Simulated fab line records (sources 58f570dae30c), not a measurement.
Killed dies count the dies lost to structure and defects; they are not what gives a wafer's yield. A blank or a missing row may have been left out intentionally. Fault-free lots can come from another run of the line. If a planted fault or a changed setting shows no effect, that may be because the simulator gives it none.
Which tool was responsible?	flow berkeley_cmos170	14 lots, 42 wafers sampled, at 4 steps of a route of 331

## WHAT EACH GAUGE READ, for each wafer
UCB170_NSD_CD_MEAS_06: target cd 1200 nm.
lot	measured	on	cd_nm (nm)
L554	day 6 12:16	cd_sem-02	1199.8 1198.8 1199.4
L553	day 6 12:32	cd_sem-01	1200.3 1200.3 1198.6
L556	day 7 04:50	cd_sem-02	1198.9 1198.1 1197.7
L555	day 7 05:22	cd_sem-02	1199.1 1197.3 1199.0
L557	day 7 18:58	cd_sem-02	1200.7 1200.2 1199.0
L558	day 7 19:02	cd_sem-02	1199.7 1201.4 1200.3
L559	day 8 06:20	cd_sem-02	1201.1 1198.8 1200.7
L560	day 8 06:38	cd_sem-01	1196.5 1196.2 1197.0
L561	day 8 15:41	cd_sem-02	1200.7 1200.6 1201.4
L563	day 9 11:24	cd_sem-01	1200.6 1201.4 1199.8
L564	day 9 11:39	cd_sem-02	1198.1 1198.2 1200.2
L568	day 10 01:53	cd_sem-01	1199.0 1197.2 1198.3
L569	day 10 04:04	cd_sem-02	1200.9 1201.4 1201.1
L574	day 11 07:08	cd_sem-01	1203.3 1202.2 1201.2

UCB170_CONTACT_CD_MEAS_15: target cd 700 nm.
lot	measured	on	cd_nm (nm)
L554	day 6 19:09	cd_sem-01	698.0 700.4 700.2
L553	day 6 19:31	cd_sem-02	700.0 700.0 698.5
L556	day 7 14:30	cd_sem-01	701.0 701.5 700.5
L555	day 7 14:47	cd_sem-01	699.8 700.5 699.5
L557	day 8 01:29	cd_sem-02	699.1 701.3 699.6
L558	day 8 01:14	cd_sem-01	698.6 700.9 697.9
L559	day 8 12:41	cd_sem-02	700.3 698.9 700.0
L560	day 8 12:59	cd_sem-01	699.6 699.3 699.2
L561	day 9 03:05	cd_sem-01	698.4 699.2 698.6
L563	day 9 18:20	cd_sem-01	698.7 698.6 700.2
L564	day 9 19:47	cd_sem-01	701.4 700.7 700.4
L568	day 10 08:50	cd_sem-02	699.9 700.0 700.0
L569	day 10 12:22	cd_sem-01	700.5 700.3 700.5
L574	day 11 15:13	cd_sem-01	699.6 699.2 699.8

## WHICH TOOL RAN EACH LOT (tool, then ch and the chambers of the sampled wafers, then the start)
lot	UCB170_GATE_ETCH_15	UCB170_PLDD_STRIP_10
L554	rie_si-02 ch 1,3, day 5 23:37	plasma_asher-02 ch 0,1, day 6 01:55
L553	rie_si-02 ch 1,3, day 5 23:50	plasma_asher-04 ch 0,1, day 6 02:10
L556	rie_si-02 ch 0,1,2, day 6 12:47	plasma_asher-02 ch 0,1, day 6 15:28
L555	rie_si-01 ch 0,3, day 6 13:04	plasma_asher-04 ch 0,1, day 6 15:37
L557	rie_si-02 ch 0,3, day 7 03:05	plasma_asher-04 ch 0,1, day 7 04:54
L558	rie_si-01 ch 0,1,2, day 7 03:22	plasma_asher-02 ch 0,1, day 7 05:39
L559	rie_si-02 ch 2,3, day 7 17:56	plasma_asher-04 ch 0,1, day 7 19:55
L560	rie_si-01 ch 0,1,3, day 7 18:16	plasma_asher-02 ch 0,1, day 7 20:12
L561	rie_si-01 ch 1,2, day 8 02:43	plasma_asher-01 ch 1, day 8 05:26
L563	rie_si-02 ch 1,2,3, day 8 16:44	plasma_asher-02 ch 0,1, day 8 21:37
L564	rie_si-01 ch 0,2,3, day 8 20:40	plasma_asher-02 ch 0,1, day 8 22:37
L568	rie_si-01 ch 0,1, day 9 11:19	plasma_asher-04 ch 0,1, day 9 14:23
L569	rie_si-01 ch 0,1,2, day 9 15:20	plasma_asher-04 ch 0,1, day 9 18:21
L574	rie_si-02 ch 0,1,2, day 10 19:16	plasma_asher-02 ch 0,1, day 10 21:32
- UCB170_GATE_ETCH_15: etches poly-Si in HBr/Cl2, stops on SiO2, time 56.3 s, target depth 278.2 nm.
- UCB170_PLDD_STRIP_10: strips in O2.

## AS READ BY THE TOOLS THEMSELVES (means over the sampled wafers that have a number; for cases with no such wafer, the mark the record gives instead)
UCB170_GATE_ETCH_15.
lot	tool	HBr_flow_sccm (sccm)	bias_w (W)	chamber_pressure_mTorr (mTorr)	drypump_motor_current_A (A)	oes_product_au (a.u.)	throttle_valve_pct (%)
L554	rie_si-02	149.7	150.3	14.998	4.9	0.831	26.40
L553	rie_si-02	150.1	150.1	15.013	4.9	0.839	26.38
L556	rie_si-02	150.2	150.1	15.002	5.5	0.823	26.32
L555	rie_si-01	150.7	149.8	14.996	5.0	0.838	26.84
L557	rie_si-02	150.3	149.9	14.995	5.1	0.841	26.36
L558	rie_si-01	150.3	149.9	14.998	5.4	0.820	26.67
L559	rie_si-02	150.0	150.2	14.997	5.1	0.854	26.44
L560	rie_si-01	149.8	149.8	15.017	5.3	0.826	26.72
L561	rie_si-01	150.2	150.4	15.005	5.8	0.824	26.58
L563	rie_si-02	149.6	150.1	15.003	5.3	0.853	26.36
L564	rie_si-01	150.2	149.9	15.003	5.4	0.827	26.75
L568	rie_si-01	150.3	200.3	14.989	5.0	0.825	26.77
L569	rie_si-01	149.8	200.2	14.980	5.4	0.824	26.67
L574	rie_si-02	149.3	150.3	15.008	5.5	0.836	26.29

UCB170_PLDD_STRIP_10.
lot	tool	chamber_pressure_mTorr (mTorr)	drypump_motor_current_A (A)	o2_flow_sccm (sccm)	oes_product_au (a.u.)	strip_time_to_endpoint_s (s)
L554	plasma_asher-02	3501	5.8	399.3	0.736	21.60
L553	plasma_asher-04	3502	5.3	400.4	0.735	21.59
L556	plasma_asher-02	3499	5.8	399.4	0.736	21.64
L555	plasma_asher-04	3500	5.3	400.2	0.737	21.52
L557	plasma_asher-04	3500	5.3	399.6	0.730	21.51
L558	plasma_asher-02	3502	5.8	401.0	0.734	21.57
L559	plasma_asher-04	3501	5.3	398.8	0.737	21.64
L560	plasma_asher-02	3497	5.8	400.1	0.736	21.55
L561	plasma_asher-01	3503	6.3	401.2	0.734	21.65
L563	plasma_asher-02	3499	5.8	400.4	0.731	21.49
L564	plasma_asher-02	3501	5.8	399.5	0.734	21.52
L568	plasma_asher-04	3499	5.1	400.0	0.732	21.68
L569	plasma_asher-04	3502	5.1	401.2	0.733	21.77
L574	plasma_asher-02	3501	5.8	401.9	0.734	21.59

## THE ANSWER, worked out from the rows above alone
Rule: usual is defined by the lots themselves. Put in order of their means at a reading, lots are off if they are a third of the lots or fewer, leave a main group of 4 or more, and stand apart from it by a gap of 3 or more times the standard deviation of the main group's means; of several such gaps the widest counts. Not used: any main group whose means are identical at the precision the tables above print for the reading. Also off: a lot with no number at a reading for which 4 or more lots have one. Where the step has rows for the other lots, those lots are counted as sound. Order of review: gauges by route order, followed by the tools' own readings, for which a lot's mean as printed above is used. The first step at which some lot is off is used, and at that step the reading that is off furthest; a lot without a number counts as furthest.
Off at UCB170_GATE_ETCH_15 (bias_w): L568, L569. Main group: mean 150.1 W, sd 0.2.
If a tool, at that step or one of the process steps before it, ran each lot that is off and ran no sound lot following the first of them, it fits. One fits: rie_si-01 at UCB170_GATE_ETCH_15. Its last sound lot is L564 (day 8 20:40), its first lot that is off L568 (day 9 11:19): a fault that began between those two fits.
The tool's own readings at UCB170_GATE_ETCH_15 bear it out: on the lots that are off they differ by more than 5 times the standard deviation of the sound lots' means. bias_w reads 200.2 W there against 150.1 W on the sound lots.

## WHAT THE SIMULATOR PUT IN
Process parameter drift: rie_si-01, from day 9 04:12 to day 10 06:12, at UCB170_GATE_ETCH_15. Setting bias_w, moved by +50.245, from 150.
Shown lots that were struck: L568, L569. This agrees with what the rule above found.
